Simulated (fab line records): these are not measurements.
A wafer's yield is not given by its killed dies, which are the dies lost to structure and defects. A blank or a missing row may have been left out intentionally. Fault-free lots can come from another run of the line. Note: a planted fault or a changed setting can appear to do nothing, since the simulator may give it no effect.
fab line records    flow berkeley_cmos170
record lots=14  wafers=42  last_day=13
route steps=331 shown ACTIVE@74 NVT@112 PVT@123 CONTACT@233 M3@324
lots with no fault: from the same line, run without faults
start_h: the number of hours between the record's first day and the start of the first shown wafer of the lot    wait_h: hours from the lot's prior step to this one    " unchanged from the row above    L1.1+2: a single row standing in for several wafers    - no value, or no start was given    * or withheld: withheld    < > ~ a bound
route shown NAME@n: NAME is a module with steps in the file, n the number in the route of the first one    usual: mean and standard deviation over wafers with no fault    same: alike in all rows    chamber/n: place in a boat    sites: each site's reading    _std_site: how widely they spread, as a standard deviation    _edge_site: the outer-site mean with the inner-site mean subtracted    radius_mm: for every site, how far away it sits from the centre of the wafer    mask NAME#n: copy n    behind: the tool/chamber that last shaped the wafer    hold: what put the lot on hold/how long, in hours/how the hold closed    device: which transistor (n, p or np) failed to switch    end of line: tests of these same wafers at the route's end    a step without rows: its recipe alone    killed: not the wafer's yield, but the dies lost to structure and defects at the first sort    map: shows each die of a wafer: x if killed, . if not, _ if none is there
set.NAME: the setting as run; set.NAME@STEP: as run at that earlier step    model.NAME: the simulator's own value behind a step, which no gauge read
one table for each step of the route and one row for each wafer, over a sample of lots
services: a tool's chamber out of use, with start hour (start_h, from the record's first day; less than 0 if before it), hours out, and reason
## steps
# step UCB170_ACTIVE_OVL_MEAS_14
# usual ACTIVE_OVL=-3/5.5
lot.wafer  tool        chamber  start_h  wait_h  ACTIVE_OVL[nm]
L668.1     overlay-01  -        91.45    0.1     0
L668.5     "           -        "        "       -12
L668.6     "           -        "        "       -2
L667.3     overlay-01  -        91.79    0.1     -3
L667.5     "           -        "        "       -3
L667.6     "           -        "        "       -6
L669.1     overlay-01  -        102.09   0.1     -9
L669.3     "           -        "        "       -2
L669.6     "           -        "        "       -12
L671.1     overlay-02  -        102.20   0.1     -11
L671.2     "           -        "        "       0
L671.4     "           -        "        "       -6
L670.2     overlay-01  -        102.45   0.1     4
L670.5     "           -        "        "       9
L670.6     "           -        "        "       3
L672.3     overlay-01  -        119.96   0.1     0
L672.4     "           -        "        "       -3
L672.5     "           -        "        "       -8
L675.3     overlay-02  -        129.42   0.1     -6
L675.4     "           -        "        "       0
L675.5     "           -        "        "       -5
L680.1     overlay-01  -        150.03   0.1     4
L680.2     "           -        "        "       -7
L680.6     "           -        "        "       2
L681.3     overlay-02  -        150.60   0.1     -5
L681.5     "           -        "        "       -7
L681.6     "           -        "        "       -7
L683.2     overlay-01  -        179.00   0.1     4
L683.3     "           -        "        "       6
L683.6     "           -        "        "       6
L686.2     overlay-02  -        188.59   0.1     -5
L686.4     "           -        "        "       0
L686.6     "           -        "        "       -4
L687.1     overlay-01  -        197.17   0.1     -1
L687.3     "           -        "        "       1
L687.6     "           -        "        "       -9
L689.1     overlay-02  -        208.97   0.1     -16
L689.3     "           -        "        "       -7
L689.4     "           -        "        "       -2
L690.1     overlay-02  -        209.20   0.1     -13
L690.3     "           -        "        "       -9
L690.6     "           -        "        "       -9
# step UCB170_NVT_STRIP_08
# recipe chemistry=O2  power_w=400  pressure_mtorr=3500  platen_temp_c=withheld  o2_flow_sccm=400  overash_fraction=0.5
# usual chamber_pressure_mTorr=3500/3.3  drypump_motor_current_A=5.63/0.26  oes_product_au=0.735/0.0043  strip_time_to_endpoint_s=21.64/0.069
lot.wafer  tool             chamber  start_h  wait_h  chamber_pressure_mTorr  drypump_motor_current_A  oes_product_au  rf_hours_counter_h  strip_time_to_endpoint_s
L667.3     plasma_asher-01  0        124.80   0.1     3501                    5.51                     0.731           -                   21.57
L667.5     "                1        "        "       3503                    5.65                     0.734           -                   21.56
L667.6     "                0        "        "       3500                    5.54                     0.737           -                   21.59
L668.1     plasma_asher-02  0        125.49   0.1     3505                    6.18                     0.735           42                  21.62
L668.5     "                1        "        "       3506                    5.46                     0.733           -                   21.62
L668.6     "                0        "        "       3503                    6.19                     0.733           -                   21.58
L671.1     plasma_asher-04  0        139.38   0.1     3506                    5.37                     0.736           3                   21.56
L671.2     "                1        "        "       3499                    5.56                     0.734           3                   21.71
L671.4     "                0        "        "       3499                    5.37                     0.738           -                   21.63
L670.2     plasma_asher-02  0        139.61   0.1     3497                    6.17                     0.736           44                  21.54
L670.5     "                1        "        "       3497                    5.47                     0.728           -                   21.62
L670.6     "                0        "        "       3503                    6.17                     0.735           -                   21.59
L669.1     plasma_asher-01  1        139.73   0.1     3499                    5.70                     0.740           41                  21.77
L669.3     "                0        "        "       3502                    5.52                     0.732           -                   21.79
L669.6     "                0        "        "       3503                    5.50                     0.733           -                   21.72
L672.3     plasma_asher-04  0        151.46   0.1     3496                    5.37                     0.731           -                   21.73
L672.4     "                1        "        "       3499                    5.54                     0.733           -                   21.69
L672.5     "                0        "        "       3498                    5.37                     0.727           -                   21.61
L675.3     plasma_asher-04  1        163.81   0.1     3498                    5.60                     0.739           -                   21.63
L675.4     "                0        "        "       3504                    5.36                     0.730           -                   21.66
L675.5     "                1        "        "       3506                    5.50                     0.734           -                   21.62
L681.3     plasma_asher-01  1        202.95   0.1     -                       -                        -               -                   -
L681.5     "                0        "        "       -                       -                        -               -                   -
L681.6     "                1        "        "       -                       -                        -               -                   -
L680.1     plasma_asher-02  1        203.12   0.1     -                       -                        -               -                   -
L680.2     "                0        "        "       -                       -                        -               -                   -
L680.6     "                1        "        "       -                       -                        -               -                   -
L686.2     plasma_asher-01  0        221.23   0.1     3499                    5.53                     0.737           50                  21.63
L686.4     "                1        "        "       3501                    5.69                     0.729           -                   21.64
L686.6     "                0        "        "       3499                    5.55                     0.735           -                   21.57
L683.2     plasma_asher-02  0        221.50   0.1     3501                    6.17                     0.741           53                  21.59
L683.3     "                0        "        "       3501                    6.17                     0.740           -                   21.60
L683.6     "                1        "        "       3496                    5.43                     0.740           -                   21.57
L687.1     plasma_asher-02  1        233.24   0.1     3493                    5.46                     0.739           54                  21.71
L687.3     "                1        "        "       3500                    5.45                     0.730           -                   21.66
L687.6     "                1        "        "       3501                    5.45                     0.738           -                   21.68
L690.1     plasma_asher-02  0        253.07   0.1     3500                    6.18                     0.731           56                  21.70
L690.3     "                0        "        "       3497                    6.18                     0.743           -                   21.68
L690.6     "                1        "        "       3495                    5.43                     0.733           -                   21.70
L689.1     plasma_asher-01  0        253.34   0.1     3501                    5.52                     0.736           53                  21.56
L689.3     "                1        "        "       3497                    5.62                     0.743           -                   21.63
L689.4     "                0        "        "       3499                    5.50                     0.736           -                   21.63
# step UCB170_PVT_STRIP_08
# recipe chemistry=O2  power_w=400  pressure_mtorr=3500  platen_temp_c=withheld  o2_flow_sccm=400  overash_fraction=0.5
# usual chamber_pressure_mTorr=3500/3.2  drypump_motor_current_A=5.8/0.44  oes_product_au=0.734/0.0045  strip_time_to_endpoint_s=21.59/0.067
lot.wafer  tool             chamber  start_h  wait_h  chamber_pressure_mTorr  drypump_motor_current_A  oes_product_au  rf_hours_counter_h  strip_time_to_endpoint_s
L667.3     plasma_asher-02  0        126.89   0.1     3506                    6.2                      0.740           -                   21.62
L667.5     "                0        "        "       3499                    6.2                      0.730           -                   21.61
L667.6     "                1        "        "       3503                    5.4                      0.733           -                   21.64
L668.1     plasma_asher-01  0        127.92   0.1     3500                    5.5                      0.730           40                  21.57
L668.5     "                0        "        "       3499                    5.5                      0.735           -                   21.58
L668.6     "                1        "        "       3501                    5.7                      0.732           -                   21.59
L671.1     plasma_asher-01  1        141.16   0.1     3501                    5.7                      0.733           41                  21.56
L671.2     "                0        "        "       3503                    5.5                      0.734           41                  21.56
L671.4     "                1        "        "       3496                    5.7                      0.732           -                   21.60
L670.2     plasma_asher-02  0        141.44   0.1     3498                    6.2                      0.736           44                  21.65
L670.5     "                1        "        "       3502                    5.5                      0.734           -                   21.61
L670.6     "                0        "        "       3497                    6.2                      0.736           -                   21.60
L669.1     plasma_asher-03  0        141.85   0.1     3500                    5.3                      0.730           34                  21.63
L669.3     "                0        "        "       3502                    5.3                      0.732           -                   21.55
L669.6     "                0        "        "       3504                    5.3                      0.735           -                   21.59
L672.3     plasma_asher-02  0        155.91   0.1     3502                    6.2                      0.733           -                   21.67
L672.4     "                1        "        "       3502                    5.5                      0.736           -                   21.63
L672.5     "                1        "        "       3499                    5.4                      0.738           -                   21.66
L675.3     plasma_asher-01  1        165.51   0.1     3495                    5.7                      0.730           -                   21.65
L675.4     "                0        "        "       3501                    5.5                      0.738           -                   21.60
L675.5     "                1        "        "       3505                    5.6                      0.731           -                   21.66
L680.1     plasma_asher-03  0        206.65   0.1     3499                    5.3                      0.735           41                  47.70
L680.2     "                1        "        "       3501                    6.4                      0.738           41                  47.73
L680.6     "                0        "        "       3495                    5.2                      0.739           -                   47.85
L681.3     plasma_asher-02  0        206.79   0.1     3504                    6.2                      0.733           -                   47.78
L681.5     "                1        "        "       3504                    5.5                      0.742           -                   47.73
L681.6     "                0        "        "       3497                    6.2                      0.743           -                   47.66
L686.2     plasma_asher-02  1        223.56   0.1     3501                    5.5                      0.732           53                  21.52
L686.4     "                1        "        "       3501                    5.4                      0.731           -                   21.54
L686.6     "                1        "        "       3501                    5.5                      0.745           -                   21.52
L683.2     plasma_asher-03  0        223.83   0.1     3502                    5.3                      0.741           43                  21.56
L683.3     "                1        "        "       3498                    6.4                      0.739           -                   21.55
L683.6     "                1        "        "       3495                    6.4                      0.729           -                   21.54
L687.1     plasma_asher-03  0        238.15   0.1     3501                    5.3                      0.724           44                  21.59
L687.3     "                1        "        "       3495                    6.4                      0.734           -                   21.59
L687.6     "                1        "        "       3501                    6.4                      0.733           -                   21.73
L690.1     plasma_asher-03  0        254.63   0.1     3506                    5.3                      0.738           46                  21.63
L690.3     "                1        "        "       3497                    6.4                      0.740           -                   21.65
L690.6     "                0        "        "       3504                    5.2                      0.736           -                   21.63
L689.1     plasma_asher-02  0        254.87   0.1     3504                    6.2                      0.730           57                  21.58
L689.3     "                1        "        "       3500                    5.4                      0.735           -                   21.52
L689.4     "                0        "        "       3499                    6.2                      0.728           -                   21.52
# step UCB170_PVT_TW_MEAS_09
# usual PVT_TW=502.4/2.5
lot.wafer  tool           chamber  start_h  wait_h  PVT_TW
L667.3     film_metro-04  -        126.97   0.1     499.5
L667.5     "              -        "        "       497.8
L667.6     "              -        "        "       498.6
L668.1     film_metro-03  -        128.02   0.1     503.7
L668.5     "              -        "        "       505.4
L668.6     "              -        "        "       504.1
L671.1     film_metro-04  -        141.26   0.1     499.7
L671.2     "              -        "        "       499.3
L671.4     "              -        "        "       500.1
L670.2     film_metro-01  -        141.55   0.1     506.0
L670.5     "              -        "        "       508.7
L670.6     "              -        "        "       506.4
L669.1     film_metro-01  -        141.95   0.1     504.7
L669.3     "              -        "        "       507.0
L669.6     "              -        "        "       505.1
L672.3     film_metro-01  -        156.00   0.1     499.0
L672.4     "              -        "        "       497.8
L672.5     "              -        "        "       496.7
L675.3     film_metro-03  -        165.60   0.1     500.9
L675.4     "              -        "        "       505.3
L675.5     "              -        "        "       502.4
L680.1     film_metro-01  -        206.75   0.1     29.7
L680.2     "              -        "        "       29.7
L680.6     "              -        "        "       29.8
L681.3     film_metro-03  -        206.87   0.1     29.8
L681.5     "              -        "        "       29.9
L681.6     "              -        "        "       29.7
L686.2     film_metro-01  -        223.67   0.1     500.5
L686.4     "              -        "        "       499.3
L686.6     "              -        "        "       498.3
L683.2     film_metro-03  -        223.94   0.1     502.3
L683.3     "              -        "        "       502.4
L683.6     "              -        "        "       503.6
L687.1     film_metro-03  -        238.25   0.1     500.4
L687.3     "              -        "        "       499.0
L687.6     "              -        "        "       502.3
L690.1     film_metro-03  -        254.73   0.1     506.8
L690.3     "              -        "        "       505.5
L690.6     "              -        "        "       505.4
L689.1     film_metro-04  -        254.97   0.1     503.3
L689.3     "              -        "        "       503.1
L689.4     "              -        "        "       503.0
# step UCB170_CONTACT_ETCH_17
# recipe chemistry=N2/H2  target_depth_a=withheld  overetch_a=withheld  target=BARC  time_s=withheld  source_w=500  bias_w=100  pressure_mtorr=30  n2_flow_sccm=100  h2_flow_sccm=200
# usual drypump_motor_current_A=5.65/0.25  oes_product_au=1.009/0.021  throttle_valve_pct=13.28/0.16
lot.wafer  tool         chamber  start_h  wait_h  drypump_motor_current_A  oes_product_au  throttle_valve_pct
L667.3     rie_diel-01  0        167.87   0.0     6.03                     1.017           13.48
L667.5     "            1        "        "       5.58                     1.041           13.34
L667.6     "            2        "        "       5.51                     1.007           13.36
L668.1     rie_diel-04  0        167.95   0.0     5.44                     0.991           13.37
L668.5     "            0        "        "       5.43                     0.988           13.36
L668.6     "            1        "        "       5.37                     1.027           13.13
L671.1     rie_diel-04  0        174.21   0.0     5.44                     0.991           13.36
L671.2     "            2        "        "       5.79                     1.026           13.08
L671.4     "            3        "        "       5.85                     0.966           13.13
L670.2     rie_diel-02  2        174.82   0.0     6.10                     1.008           13.34
L670.5     "            2        "        "       6.09                     1.012           13.36
L670.6     "            1        "        "       5.04                     1.000           13.06
L669.1     rie_diel-02  3        176.69   0.0     5.79                     0.998           13.03
L669.3     "            2        "        "       6.09                     1.005           13.36
L669.6     "            3        "        "       5.78                     1.007           13.05
L672.3     rie_diel-01  0        199.78   0.0     6.02                     1.013           13.49
L672.4     "            3        "        "       5.72                     1.029           13.58
L672.5     "            0        "        "       6.02                     1.017           13.47
L675.3     rie_diel-04  0        208.24   0.0     5.44                     0.995           13.35
L675.4     "            2        "        "       5.79                     1.023           13.05
L675.5     "            3        "        "       5.85                     0.975           13.12
L680.1     rie_diel-04  3        239.55   0.0     5.86                     0.964           13.14
L680.2     "            2        "        "       5.77                     1.019           13.05
L680.6     "            2        "        "       5.74                     1.013           13.06
L681.3     rie_diel-01  1        241.69   0.0     5.58                     1.039           13.34
L681.5     "            0        "        "       6.05                     1.015           13.49
L681.6     "            2        "        "       5.52                     1.017           13.36
L686.2     rie_diel-01  1        259.88   0.0     5.59                     1.033           13.33
L686.4     "            3        "        "       5.72                     1.023           13.57
L686.6     "            2        "        "       5.52                     1.018           13.36
L683.2     rie_diel-04  1        264.63   0.0     5.36                     1.027           13.13
L683.3     "            3        "        "       5.84                     0.980           13.14
L683.6     "            3        "        "       5.85                     0.973           13.16
L687.1     rie_diel-02  0        270.07   0.0     5.83                     0.977           13.30
L687.3     "            2        "        "       6.10                     1.001           13.34
L687.6     "            0        "        "       5.83                     0.976           13.29
L690.1     rie_diel-01  1        285.30   0.0     5.57                     1.023           13.35
L690.3     "            3        "        "       5.74                     1.021           13.58
L690.6     "            2        "        "       5.52                     1.017           13.36
L689.1     rie_diel-01  3        299.86   0.0     5.72                     1.031           13.59
L689.3     "            1        "        "       5.55                     1.038           13.33
L689.4     "            0        "        "       6.01                     1.036           13.47
# step UCB170_M3_CD_MEAS_15
# recipe target_cd_nm=700
# usual cd_nm=699.6/1.5
lot.wafer  tool       chamber  start_h  wait_h  cd_nm
L667.3     cd_sem-01  -        182.17   -       703.7
L667.5     "          -        "        "       701.7
L667.6     "          -        "        "       702.9
L668.1     cd_sem-02  -        184.14   -       700.3
L668.5     "          -        "        "       700.0
L668.6     "          -        "        "       698.6
L671.1     cd_sem-01  -        188.22   -       700.2
L671.2     "          -        "        "       700.7
L671.4     "          -        "        "       700.1
L669.1     cd_sem-01  -        191.27   -       700.2
L669.3     "          -        "        "       699.9
L669.6     "          -        "        "       700.6
L670.2     cd_sem-02  -        191.73   -       698.8
L670.5     "          -        "        "       699.0
L670.6     "          -        "        "       698.7
L672.3     cd_sem-01  -        215.04   -       701.3
L672.4     "          -        "        "       701.1
L672.5     "          -        "        "       701.0
L675.3     cd_sem-02  -        226.16   -       697.6
L675.4     "          -        "        "       695.5
L675.5     "          -        "        "       697.8
L680.1     cd_sem-02  -        254.45   -       698.0
L680.2     "          -        "        "       698.3
L680.6     "          -        "        "       698.7
L681.3     cd_sem-02  -        258.87   -       699.5
L681.5     "          -        "        "       700.7
L681.6     "          -        "        "       700.5
L686.2     cd_sem-02  -        276.93   -       697.8
L686.4     "          -        "        "       700.4
L686.6     "          -        "        "       699.0
L687.1     cd_sem-01  -        285.29   -       700.4
L687.3     "          -        "        "       699.6
L687.6     "          -        "        "       700.2
L683.2     cd_sem-02  -        285.58   -       697.0
L683.3     "          -        "        "       698.4
L683.6     "          -        "        "       696.7
L690.1     cd_sem-02  -        301.44   -       699.5
L690.3     "          -        "        "       698.6
L690.6     "          -        "        "       698.4
L689.1     cd_sem-01  -        316.57   -       701.3
L689.3     "          -        "        "       698.3
L689.4     "          -        "        "       700.3
## services
tool             chamber  start_h  hours  kind
plasma_asher-04  -        108.75   9.0    pm
plasma_asher-04  0        108.75   9.0    vent_cycle
plasma_asher-04  1        108.75   9.0    vent_cycle
rie_diel-04      1        111.21   22.9   repair
plasma_asher-04  0        117.75   -      clean
plasma_asher-01  -        132.83   4.1    repair
plasma_asher-01  -        136.60   0.7    repair
rie_diel-01      -        170.96   4.3    pm
rie_diel-04      0        191.40   16.0   repair
rie_diel-01      0        226.26   5.6    repair
rie_diel-01      3        227.97   16.9   repair
rie_diel-01      2        231.86   7.1    repair
rie_diel-04      2        244.12   4.3    repair
rie_diel-04      0        248.04   4.1    repair
rie_diel-01      0        248.57   -      clean
rie_diel-01      0        248.57   25.8   scheduled_down
rie_diel-01      0        248.57   25.8   vent_cycle
rie_diel-02      3        251.18   7.4    repair
rie_diel-04      0        252.16   -      clean
rie_diel-04      0        252.16   19.7   scheduled_down
rie_diel-04      0        252.16   19.7   vent_cycle
rie_diel-01      1        271.30   2.6    repair
rie_diel-02      -        273.34   0.5    repair
rie_diel-04      -        299.10   2.8    pm
## key
first_sign step=UCB170_NVT_STRIP_08  reading=tool_record  direction=missing
effect step=UCB170_PVT_STRIP_08  reading=strip_time_to_endpoint_s  direction=up  sigmas=99+  usual=*  struck=*
effect step=UCB170_PVT_TW_MEAS_09  reading=PVT_TW  direction=down  sigmas=99+  usual=502.4  struck=29.8
met_at UCB170_NVT_STRIP_08
struck_lots L680,L681
sort_left_out L680.1,L680.2,L680.6,L681.3,L681.5,L681.6
tester_left_out L680,L681
not_acting_at UCB170_ACTIVE_OVL_MEAS_14,UCB170_CONTACT_ETCH_17,UCB170_M3_CD_MEAS_15
onset_between 139.73 202.95
fault kind=skipped_step_whole  tool=plasma_asher-01,plasma_asher-02  chamber=-  onset_h=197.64  steps=UCB170_NVT_STRIP_08  scope=struck_lots_only
# tester_left_out: of these lots the tester's yield and bins aren't shown, on N5 and GAA mostly nor the transistor test; their killed dies are dies lost to structure and defects alone, not to doping, threshold or leakage, so they don't give the yield
# sort_left_out: the simulated sort isn't trusted on such a fault, so these wafers' sort isn't shown, and their yield isn't known
